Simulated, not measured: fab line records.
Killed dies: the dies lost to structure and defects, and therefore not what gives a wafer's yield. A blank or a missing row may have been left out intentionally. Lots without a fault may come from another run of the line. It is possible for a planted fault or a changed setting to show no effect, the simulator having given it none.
8D (eight disciplines) problem report, filled in by code -- flow rit-cmos -- the parts of the form that need people (team, actions taken, sign-off) are left out

== 1. THE PROBLEM ==
Wafers free of any fault read 2158 (standard deviation 15) for NWELL_TW at RIT_NWELL_TW_MEAS_10, against a mean of 1640 on 6 wafers of 2 lots. That is -35 standard deviations from the usual mean.
First observed at day 3 18:03: wafer L175.4, on film-metro-03. The record has a number at this step for 42 wafers belonging to 14 lots. Rule for "out" (also "out of limits"): further than 4 standard deviations from the usual mean. All remaining wafers that have a number are taken as sound.

== 2. WHAT IT IS AND WHAT IT IS NOT ==
question,is,is not
which readings at this step,NWELL_TW,-
which lots,"L175, L176","L166, L167, L168, L169, L171, L174, L181, L182, L183, L186, L187, L188"
which wafers of those lots,all that have a number,-
read on which gauges,film-metro-03,"film-metro-02, film-metro-04"
when,from day 3 18:03,"up to then (18 sound wafers); but 18 sound wafers of L181, L182, L183, L186, L187, L188 came after"

== 3. WHAT RULES OUT EACH SUSPECT ==
Counting: a tool at any process step up to the reading remains a suspect when it ran all the lots that are out and ran no sound lot after the first of those.
- the gauge at RIT_NWELL_TW_MEAS_10: ruled out. All the wafers that are out were read on film-metro-03, but those of them that RIT_NWELL_IMPLANT_08 has rows for are out there too, on other tools.
- implanter-04 at RIT_NWELL_IMPLANT_08: kept. Every lot that is out went through it, starting with L175 (day 3 17:46), and after that it ran no sound lot; the last sound lot it ran before then is L171 (day 3 00:34). Its own readings are out on those wafers: dose-ions-cm2, faraday-current-uA.
Remaining after the count: implanter-04 at RIT_NWELL_IMPLANT_08.

== 4. THE CAUSE (what the simulator had put in) ==
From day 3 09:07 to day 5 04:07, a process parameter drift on implanter-04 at RIT_NWELL_IMPLANT_08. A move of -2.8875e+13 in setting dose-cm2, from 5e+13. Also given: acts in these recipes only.
Counting left only this tool.

== 5. THE CHAIN OF EFFECTS, in route order ==
Rows list readings where the struck wafers' mean (over those with a number) sits beyond 3 standard deviations from the usual. Only readings for which the record gives a usual standard deviation are gone through. hours: the time from each lot's start at the first step in this table that gives one to its start at this step, as a median over the lots. sigmas: the change in usual standard deviations.
hours,step,reading,usual,on struck wafers,change,sigmas
0,RIT_NWELL_IMPLANT_08,dose-ions-cm2,5e+13,2e+13,-3e+13,-99 or more
0,RIT_NWELL_IMPLANT_08,faraday-current-uA,159,66,-93,-30
0,RIT_NWELL_TW_MEAS_10,NWELL_TW,2158,1640,-518,-35
8,RIT_WELLDRIVE_RS_MEAS_01,NWELL_RS,275.6 ohm/sq,473.5,+197.9,+99 or more
It contains these process steps:
- RIT_NWELL_IMPLANT_08

== 6. HOW IT WOULD HAVE BEEN CAUGHT EARLIER ==
The first out-of-limits reading at a measuring or inspecting step in this record came at day 3 18:03, 9 hours after the fault's start at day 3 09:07.
The tool's own readings at RIT_NWELL_IMPLANT_08 were out on every struck wafer that the step has a row for (dose-ions-cm2, faraday-current-uA): an alarm limit on them would have fired on the first of those.
Of the lots that are out (2), L176 began RIT_NWELL_IMPLANT_08 on implanter-04 after day 3 18:03. Holding the tool at that time would have saved it.
